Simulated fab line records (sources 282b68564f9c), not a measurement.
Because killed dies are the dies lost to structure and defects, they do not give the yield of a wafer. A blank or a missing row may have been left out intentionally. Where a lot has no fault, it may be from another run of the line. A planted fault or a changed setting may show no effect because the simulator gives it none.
The tool behind it: which one? -- flow rit_cmos -- 39 wafers from 13 lots sampled at 5 of the route's 202 steps

== WHAT THE GAUGES READ, wafer by wafer ==
RIT_SILICIDE_THK_MEAS_03: measures by xrf.
lot,measured,on,SILICIDE_TI_THK (nm)
L138,day 3 11:22,film_metro-04,30.1 30.3 30.3
L140,day 3 17:44,film_metro-04,30.5 30.4 30.4
L141,day 3 19:20,film_metro-03,30.9 30.9 30.8
L142,day 3 23:47,film_metro-03,30.8 30.5 30.9
L143,day 4 05:19,film_metro-03,30.5 30.6 30.8
L144,day 4 09:04,film_metro-01,30.6 30.9 30.3
L145,day 4 12:54,film_metro-01,30.4 30.5 30.1
L147,day 4 22:41,film_metro-04,29.6 29.9 29.9
L153,day 6 05:29,film_metro-04,29.9 29.7 30.0
L157,day 7 01:30,film_metro-03,30.4 30.7 31.0
L158,day 7 05:58,film_metro-04,30.8 31.1 31.2
L160,day 7 15:55,film_metro-04,30.5 30.6 30.4
L161,day 7 21:32,film_metro-04,30.7 30.5 30.4

RIT_CONTACT_THK_MEAS_01.
lot,measured,on,CONTACT_TEOS_THK (nm)
L138,day 3 11:40,film_metro-04,390 396 403
L140,day 3 18:01,film_metro-04,396 401 405
L141,day 3 19:37,film_metro-02,392 389 394
L142,day 4 00:04,film_metro-03,398 399 409
L143,day 4 05:36,film_metro-04,409 410 409
L144,day 4 09:21,film_metro-02,398 399 403
L145,day 4 13:15,film_metro-04,390 394 396
L147,day 4 22:58,film_metro-03,393 399 396
L153,day 6 05:46,film_metro-03,335 401 339
L157,day 7 01:47,film_metro-02,394 396 394
L158,day 7 06:15,film_metro-04,404 408 409
L160,day 7 16:19,film_metro-03,385 393 397
L161,day 7 21:50,film_metro-03,402 399 405

== EACH LOT AND THE TOOL THAT RAN IT (in order: tool; ch and the chambers of the sampled wafers; start) ==
lot,RIT_PSD_STRIP_09,RIT_SDANNEAL_RTA_03,RIT_CONTACT_CVD_00
L138,"plasma_asher-04 ch 0,1, day 3 09:56","rtp_anneal-01 ch 0, day 3 10:33","pecvd-01 ch 0,1,2, day 3 11:36"
L140,"plasma_asher-03 ch 0, day 3 16:18","rtp_anneal-01 ch 0, day 3 16:55","pecvd-04 ch 0,1, day 3 17:58"
L141,"plasma_asher-01 ch 0,1, day 3 17:55","rtp_anneal-02 ch 0, day 3 18:31","pecvd-01 ch 0,1, day 3 19:34"
L142,"plasma_asher-03 ch 0,1, day 3 22:25","rtp_anneal-01 ch 0, day 3 22:58","pecvd-03 ch 0,1, day 4 00:00"
L143,"plasma_asher-01 ch 0,1, day 4 03:55","rtp_anneal-02 ch 0, day 4 04:29","pecvd-04 ch 0,1,2, day 4 05:33"
L144,"plasma_asher-01 ch 0,1, day 4 07:37","rtp_anneal-01 ch 0, day 4 08:14","pecvd-01 ch 0,1,2, day 4 09:17"
L145,"plasma_asher-04 ch 0,1, day 4 11:25","rtp_anneal-02 ch 0, day 4 12:01","pecvd-03 ch 0,1,2, day 4 13:12"
L147,"plasma_asher-04 ch 0,1, day 4 21:14","rtp_anneal-02 ch 0, day 4 21:52","pecvd-01 ch 0,1,2, day 4 22:55"
L153,"plasma_asher-01 ch 0,1, day 6 04:05","rtp_anneal-02 ch 0, day 6 04:39","pecvd-01 ch 0,1, day 6 05:41"
L157,"plasma_asher-03 ch 0,1, day 7 00:04","rtp_anneal-02 ch 0, day 7 00:41","pecvd-03 ch 0,1,2, day 7 01:44"
L158,"plasma_asher-01 ch 0,1, day 7 04:32","rtp_anneal-01 ch 0, day 7 05:08","pecvd-04 ch 1,2, day 7 06:12"
L160,"plasma_asher-04 ch 0,1, day 7 14:29","rtp_anneal-01 ch 0, day 7 15:05","pecvd-03 ch 0,1, day 7 16:16"
L161,"plasma_asher-01 ch 0,1, day 7 20:06","rtp_anneal-02 ch 0, day 7 20:43","pecvd-04 ch 0,1, day 7 21:46"
- RIT_PSD_STRIP_09: strips in O2, time 180 s.
- RIT_SDANNEAL_RTA_03: time 5 s.
- RIT_CONTACT_CVD_00: deposits SiO2 from TEOS, target thk 400 nm, time 61 s.

== WHAT THE TOOLS THEMSELVES READ (means of the sampled wafers that have a number; where no wafer has one, the mark that the record gives instead) ==
RIT_PSD_STRIP_09.
lot,tool,drypump_motor_current_A (A)
L138,plasma_asher-04,6.3
L140,plasma_asher-03,5.7
L141,plasma_asher-01,5.5
L142,plasma_asher-03,5.6
L143,plasma_asher-01,5.4
L144,plasma_asher-01,5.4
L145,plasma_asher-04,6.4
L147,plasma_asher-04,6.3
L153,plasma_asher-01,5.4
L157,plasma_asher-03,5.7
L158,plasma_asher-01,5.5
L160,plasma_asher-04,6.3
L161,plasma_asher-01,5.5

RIT_SDANNEAL_RTA_03.
lot,tool,wafer_temp_C_max
L138,rtp_anneal-01,1053.1
L140,rtp_anneal-01,1054.0
L141,rtp_anneal-02,1053.2
L142,rtp_anneal-01,1052.7
L143,rtp_anneal-02,1054.8
L144,rtp_anneal-01,1052.6
L145,rtp_anneal-02,1055.1
L147,rtp_anneal-02,1053.1
L153,rtp_anneal-02,1053.6
L157,rtp_anneal-02,1053.3
L158,rtp_anneal-01,1054.0
L160,rtp_anneal-01,1053.6
L161,rtp_anneal-02,1053.6

RIT_CONTACT_CVD_00.
lot,tool,heater_power_w (W),run_length_s (s),susceptor_temp_C (C)
L138,pecvd-01,293,89.6,389.72
L140,pecvd-04,300,89.2,390.02
L141,pecvd-01,273,88.6,389.89
L142,pecvd-03,306,88.3,390.03
L143,pecvd-04,301,89.3,390.04
L144,pecvd-01,298,89.0,390.00
L145,pecvd-03,320,88.8,389.66
L147,pecvd-01,290,89.3,389.90
L153,pecvd-01,296,82.3,389.94
L157,pecvd-03,285,88.4,390.02
L158,pecvd-04,310,89.8,390.11
L160,pecvd-03,275,88.2,389.83
L161,pecvd-04,332,89.3,389.94

== THE ANSWER, worked out from the rows above alone ==
Rule: usual is defined by the lots themselves. The widest of any qualifying gaps counts: lots, ordered by their means at a reading, are off when they make up no more than a third of the lots, leave a main group of 4 or more, and stand apart from it by 3 or more times the standard deviation of that group's means. The tables above print the reading to a certain number of digits; a main group whose means all agree to those digits is not used. Also off: a lot with no number at a reading for which 4 or more lots have one. Where the step has rows for the other lots, those lots are counted as sound. Order of review: gauges by route order, followed by the tools' own readings, for which a lot's mean as printed above is used. At the first step where some lot is off, the reading lying furthest off is the one used; lots without a number count as furthest.
Off: L153, seen at RIT_CONTACT_THK_MEAS_01 (CONTACT_TEOS_THK). For the main group the mean is 399 nm and the standard deviation 5.5.
A tool fits if, at a process step before that reading, it ran every lot that is off, and no sound lot after the first of them. Not tried: the gauges at RIT_CONTACT_THK_MEAS_01; whatever is off there is also off at RIT_CONTACT_CVD_00, on other tools, and gauge error can't account for it. One fits: pecvd-01 at RIT_CONTACT_CVD_00. Its last sound lot is L147 (day 4 22:55), its first lot that is off L153 (day 6 05:41): a fault that began between those two fits.
On the lots that are off, the tool's own readings at RIT_CONTACT_CVD_00 differ by more than 5 times the standard deviation of the sound lots' means, which bears it out; run_length_s reads 82.3 s there versus 89.0 s on the sound lots.

== WHAT THE SIMULATOR HAD PUT IN ==
pecvd-01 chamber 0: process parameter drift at RIT_CONTACT_CVD_00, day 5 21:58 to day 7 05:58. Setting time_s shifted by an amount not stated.
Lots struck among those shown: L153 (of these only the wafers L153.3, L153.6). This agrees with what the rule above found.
